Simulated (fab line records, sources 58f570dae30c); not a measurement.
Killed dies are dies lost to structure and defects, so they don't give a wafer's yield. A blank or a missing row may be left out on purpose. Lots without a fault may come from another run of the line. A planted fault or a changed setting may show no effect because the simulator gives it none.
A struck lot beside a sound one | flow berkeley_cmos170 | 14 steps out of a route of 331
Sound: wafers L583.1, L583.3, L583.5. Struck: wafers L599.4, L599.5, L599.6. The cause comes at the end.
At each step with rows: each side's tool, then ch and its chambers, then its first start. Under that, the readings that differ: sound wafers | struck wafers | difference of the means | sigmas: that difference in standard deviations of wafers without a fault.
alike: readings whose means differ by less than 2 such deviations, and words and numbers that are the same on both sides. not compared: withheld readings, readings that some wafer has no value for, bounds like >300 that may hide the same value, and numbers for which the record gives no deviation and whose values overlap.
The two part at a step that has a row with sigmas, a row that says differs or no value, or rows on one side only. Numbers that don't overlap but have no deviation are shown without sigmas and don't part them. A reading that every wafer of one side lacks parts them only if that side has two wafers or more.

UCB170_ACTIVE_THK_MEAS_03:
  sound on film_metro-03, day 4 04:23; struck on film_metro-02, day 7 16:13
  alike: ACTIVE_OXIDE_THK
then, 2 steps without rows for these wafers: UCB170_ACTIVE_ANNEAL_04 (time 900 s); UCB170_ACTIVE_CVD_05 (deposits Si3N4 from SiH2Cl2/NH3, target thk 220 nm, time 3300 s).
UCB170_ACTIVE_THK_MEAS_06:
  sound on film_metro-02, day 4 09:30; struck on film_metro-01, day 7 22:09
  alike: ACTIVE_NITRIDE_THK
then, 6 steps without rows for these wafers: UCB170_ACTIVE_HMDS_07 (prime time 60 s); UCB170_ACTIVE_COAT_08 (resist thk 900 nm); UCB170_ACTIVE_SOFTBAKE_09 (time 60 s); UCB170_ACTIVE_EXPOSE_10 (exposes mask ACTIVE, target cd 1200 nm); UCB170_ACTIVE_PEB_11; UCB170_ACTIVE_DEVELOP_12 (develop time 45 s).
UCB170_ACTIVE_CD_MEAS_13: target cd 1200 nm.
  sound on cd_sem-01, day 4 11:26; struck on cd_sem-01, day 7 23:54
  alike: cd_nm
UCB170_ACTIVE_OVL_MEAS_14:
  sound on overlay-01, day 4 11:34; struck on overlay-01, day 7 23:58
  reading         | sound    | struck | difference | sigmas
  ACTIVE_OVL (nm) | -9 -6 -7 | 2 4 7  | +12        | +2
UCB170_ACTIVE_ETCH_15: etches Si3N4 in CH3F/Ar/O2, stops on SiO2, target depth 242 nm, time 151 s.
  sound on rie_diel-04 ch 0,2,3, day 4 11:36; struck on rie_diel-01 ch 0,2,3, day 7 23:59
  reading                                 | sound             | struck            | difference | sigmas
  oes_product_au (a.u.)                   | 0.936 0.939 0.944 | 0.991 0.997 1.010 | +0.060     | +5
  run_length_s (s)                        | 180.0 179.6 179.1 | 172.1 171.8 171.8 | -7.7       | -17
  model.KrF_of_ACTIVE_COAT_08.thk_nm (nm) | 721.2 722.3 720.6 | 733.7 740 738     | +15.9      |
  alike: O2_flow_sccm, drypump_motor_current_A, throttle_valve_pct
  not compared: rf_hours_counter_h
UCB170_ACTIVE_STRIP_16: strips in O2.
  sound on plasma_asher-03 ch 0,1, day 4 11:42; struck on plasma_asher-03 ch 0,1, day 8 00:08
  reading                      | sound             | struck            | difference | sigmas
  strip_time_to_endpoint_s (s) | 18.00 18.03 17.99 | 18.32 18.46 18.42 | +0.39      | +5
  alike: drypump_motor_current_A, oes_product_au
  not compared: rf_hours_counter_h

WHERE THEY PART
First at UCB170_ACTIVE_OVL_MEAS_14; last, within this record, at UCB170_ACTIVE_STRIP_16.

WHY: what the simulator had put in
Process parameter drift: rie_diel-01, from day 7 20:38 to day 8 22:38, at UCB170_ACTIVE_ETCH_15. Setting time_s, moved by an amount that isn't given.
